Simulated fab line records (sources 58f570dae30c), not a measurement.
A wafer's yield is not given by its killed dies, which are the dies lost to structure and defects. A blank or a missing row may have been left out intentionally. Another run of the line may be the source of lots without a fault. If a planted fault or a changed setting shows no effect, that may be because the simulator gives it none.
Chamber matching | flow berkeleyCmos170 | pecvd-04 running UCB170_SPACER_CVD_00: 3 sister chambers
The step deposits SiO2 from TEOS/O2, target thk 376 nm, time 47 s. 6 wafers are shown with their chamber, then 7 later ones without.

## EACH WAFER AND ITS CHAMBER
wafer  | chamber | heaterPowerW (W)
L952.5 | 1       | 181
L961.1 | 1       | 237
L963.3 | 0       | 269
L963.5 | 0       | 275
L964.1 | 2       | 250
L964.4 | 2       | 283

## WAFERS MISSING THEIR CHAMBER
wafer  | heaterPowerW (W)
L964.5 | 240
L966.3 | 252
L966.4 | 352
L966.6 | 257
L969.1 | 257
L969.4 | 236
L969.6 | 259

## THE CHAMBER EACH PASSED THROUGH
wafer  | from the rows above          | in truth
L964.5 | can't be placed: 2 or 1 or 0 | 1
L966.3 | can't be placed: 2 or 0 or 1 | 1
L966.4 | can't be placed: 0 or 2      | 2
L966.6 | can't be placed: 2 or 0 or 1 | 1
L969.1 | can't be placed: 2 or 0 or 1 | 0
L969.4 | can't be placed: 1 or 2 or 0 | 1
L969.6 | can't be placed: 2 or 0 or 1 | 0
Correctly placed: 0 of 7. Not placeable from these rows: 7 (in 7, the candidates include the true chamber). Number placed wrongly: 0.
How it was worked out, from the rows above alone: a wafer's distance from a chamber is the root of the sum, over the readings, of the square of ((its reading less the chamber's mean) divided by the reading's scatter). The wafer belongs to the nearest chamber; if the next one is less than 2 further off, it can't be placed. For every chamber, the mean is computed from those of its wafers that are shown. The scatter: take each reading less its chamber's mean, square it, sum over the shown wafers, divide by the number of wafers less the number of chambers, and take the root.
